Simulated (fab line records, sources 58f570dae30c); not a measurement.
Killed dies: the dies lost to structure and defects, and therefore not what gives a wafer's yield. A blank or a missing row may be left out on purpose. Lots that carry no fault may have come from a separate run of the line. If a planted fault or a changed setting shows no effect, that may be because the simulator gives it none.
What tool caused it?	flow berkeley-cmos170	21 wafers from 7 lots sampled at 3 of the route's 331 steps

## WHAT THE GAUGES READ, wafer by wafer
UCB170_M1_RS_MEAS_01: a four-point-probe measurement.
lot	measured	on	M1_AL_RS (ohm/sq)
L545	day 7 20:07	film-metro-03	0.0483 0.0480 0.0482
L549	day 8 09:05	film-metro-01	0.0494 0.0489 0.0488
L552	day 8 21:54	film-metro-01	0.0307 0.0312 0.0311
L554	day 9 11:24	film-metro-03	0.0490 0.0484 0.0491
L559	day 10 05:05	film-metro-03	0.0488 0.0481 0.0487
L561	day 10 20:28	film-metro-04	0.0487 0.0480 0.0486
L564	day 11 08:34	film-metro-01	0.0479 0.0481 0.0481

## EACH LOT AND THE TOOL THAT RAN IT (in order: tool; ch and the chambers of the sampled wafers; start)
lot	UCB170_SILICIDE_RTA_04	UCB170_M1_SPUTTER_00
L545	rtp-anneal-01 ch 0, day 7 13:07	pvd-sputter-04, day 7 20:04
L549	rtp-anneal-01 ch 0, day 8 00:25	pvd-sputter-03, day 8 09:01
L552	rtp-anneal-01 ch 0, day 8 11:35	pvd-sputter-04, day 8 21:47
L554	rtp-anneal-02 ch 0, day 9 03:44	pvd-sputter-02, day 9 11:19
L559	rtp-anneal-01 ch 0, day 9 21:13	pvd-sputter-02, day 10 05:02
L561	rtp-anneal-02 ch 0, day 10 13:28	pvd-sputter-03, day 10 20:24
L564	rtp-anneal-02 ch 0, day 11 01:45	pvd-sputter-02, day 11 08:26
- UCB170_SILICIDE_RTA_04: time 15 s.
- UCB170_M1_SPUTTER_00: material Al, target thk 600 nm, time 80 s.

## THE ANSWER, worked out from the rows above alone
Rule: the lots themselves supply what counts as usual. Put in order of their means at a reading, lots are off if they are a third of the lots or fewer, leave a main group of 4 or more, and stand apart from it by a gap of 3 or more times the standard deviation of the main group's means; of several such gaps the widest counts. Not used: any main group whose means are identical at the precision the tables above print for the reading. Also off: a lot with no number at a reading for which 4 or more lots have one. The other lots that the step has rows for count as sound.
Off: L552, seen at UCB170_M1_RS_MEAS_01 (M1_AL_RS). The main group: mean 0.0485 ohm/sq, standard deviation 0.00035.
If a tool, at a process step before that reading, ran all the lots that are off and no sound lot after the first of them, it fits. Gauges at UCB170_M1_RS_MEAS_01: tried the same way as those tools. One candidate fits, namely pvd-sputter-04 at UCB170_M1_SPUTTER_00. Its last sound lot is L545 (day 7 20:04), its first lot that is off L552 (day 8 21:47): a fault that began between those two fits.

## WHAT THE SIMULATOR PUT IN
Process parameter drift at UCB170_M1_SPUTTER_00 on pvd-sputter-04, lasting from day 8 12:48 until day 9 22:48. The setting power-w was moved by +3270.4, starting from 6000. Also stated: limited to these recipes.
Shown lots that were struck: L552. The rule above found the same.
